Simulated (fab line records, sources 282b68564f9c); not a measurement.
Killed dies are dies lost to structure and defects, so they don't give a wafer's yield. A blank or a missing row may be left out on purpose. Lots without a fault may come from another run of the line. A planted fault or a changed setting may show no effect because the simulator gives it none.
Which tool did it? | flow rit_cmos | 13 lots, 39 wafers sampled, at 2 steps of a route of 202

WHAT THE GAUGES READ, wafer by wafer
RIT_SDANNEAL_RS_MEAS_04: measures by four-point-probe.
lot  | measured    | on            | PSD_RS (ohm/sq)
L792 | day 3 02:14 | film_metro-01 | 115.9 116.1 115.9
L793 | day 3 07:03 | film_metro-01 | 115.8 115.8 116.0
L794 | day 3 12:07 | film_metro-03 | 115.7 116.4 115.9
L795 | day 3 15:28 | film_metro-03 | 116.4 116.3 116.5
L796 | day 3 21:26 | film_metro-03 | 115.5 115.7 115.6
L797 | day 4 02:46 | film_metro-03 | 116.5 115.9 116.4
L798 | day 4 07:31 | film_metro-03 | 115.9 115.9 115.9
L802 | day 5 03:29 | film_metro-02 | - - -
L804 | day 5 15:37 | film_metro-03 | - - -
L808 | day 6 09:02 | film_metro-02 | 115.7 115.5 115.9
L810 | day 6 20:59 | film_metro-01 | 116.3 116.8 116.5
L812 | day 7 05:52 | film_metro-02 | 115.6 116.1 116.1
L815 | day 7 22:08 | film_metro-03 | 115.3 115.6 115.3

WHICH TOOL RAN EACH LOT (tool, then ch and the chambers of the sampled wafers, then the start)
lot  | RIT_PSD_IMPLANT_08
L792 | implanter-02 ch 0, day 3 01:24
L793 | implanter-01 ch 0, day 3 06:12
L794 | implanter-03 ch 0, day 3 11:17
L795 | implanter-03 ch 0, day 3 14:37
L796 | implanter-01 ch 0, day 3 20:37
L797 | implanter-01 ch 0, day 4 01:56
L798 | implanter-02 ch 0, day 4 06:41
L802 | implanter-02 ch 0, day 5 02:40
L804 | implanter-02 ch 0, day 5 14:49
L808 | implanter-03 ch 0, day 6 08:12
L810 | implanter-03 ch 0, day 6 20:10
L812 | implanter-01 ch 0, day 7 05:04
L815 | implanter-01 ch 0, day 7 21:20
- RIT_PSD_IMPLANT_08

WHAT THE TOOLS THEMSELVES READ (means of the sampled wafers that have a number; where no wafer has one, the mark that the record gives instead)
RIT_PSD_IMPLANT_08.
lot  | tool         | dose_ions_cm2 | tilt_deg (degrees)
L792 | implanter-02 | 5e+15         | 6.972
L793 | implanter-01 | 5e+15         | 7.002
L794 | implanter-03 | 5e+15         | 7.020
L795 | implanter-03 | 5e+15         | 7.009
L796 | implanter-01 | 5e+15         | 7.015
L797 | implanter-01 | 5e+15         | 6.979
L798 | implanter-02 | 5e+15         | 6.995
L802 | implanter-02 | 5e+15         | 8.757
L804 | implanter-02 | 5e+15         | 8.735
L808 | implanter-03 | 5e+15         | 7.014
L810 | implanter-03 | 5e+15         | 6.999
L812 | implanter-01 | 5e+15         | 7.015
L815 | implanter-01 | 5e+15         | 6.993

THE ANSWER, worked out from the rows above alone
Rule: what is usual is taken from the lots themselves. Put in order of their means at a reading, lots are off if they are a third of the lots or fewer, leave a main group of 4 or more, and stand apart from it by a gap of 3 or more times the standard deviation of the main group's means; of several such gaps the widest counts. A main group whose means are all the same, to the digits that the tables above print for the reading, isn't used. A lot without any number at a reading at which 4 lots or more have one is off too. The other lots that the step has rows for count as sound. The gauges are gone through in route order, then the tools' own readings, and for those a lot's mean is taken as printed above. The first step at which some lot is off is used, and at that step the reading that is off furthest; a lot without a number counts as furthest.
Off: L802, L804, at RIT_SDANNEAL_RS_MEAS_04 (PSD_RS). Without a number there: L802, L804. The main group: mean 116.0 ohm/sq, standard deviation 0.32.
A tool fits if, at a process step before that reading, it ran every lot that is off, and no sound lot after the first of them. The gauges at RIT_SDANNEAL_RS_MEAS_04 aren't tried: what is off there is off at RIT_PSD_IMPLANT_08 too, on other tools, and a gauge's error can't cause that. One fits: implanter-02 at RIT_PSD_IMPLANT_08. Its last sound lot is L798 (day 4 06:41), its first lot that is off L802 (day 5 02:40): a fault that began between those two fits.
The tool's own readings at RIT_PSD_IMPLANT_08 bear it out: on the lots that are off they differ by more than 5 times the standard deviation of the sound lots' means. tilt_deg reads 8.746 degrees there against 7.001 degrees on the sound lots.

WHAT THE SIMULATOR HAD PUT IN
Process parameter drift: implanter-02, from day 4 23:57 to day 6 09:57, at RIT_PSD_IMPLANT_08. Setting tilt_deg, moved by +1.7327, from 7. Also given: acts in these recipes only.
Lots struck among those shown: L802, L804. The rule above found the same.
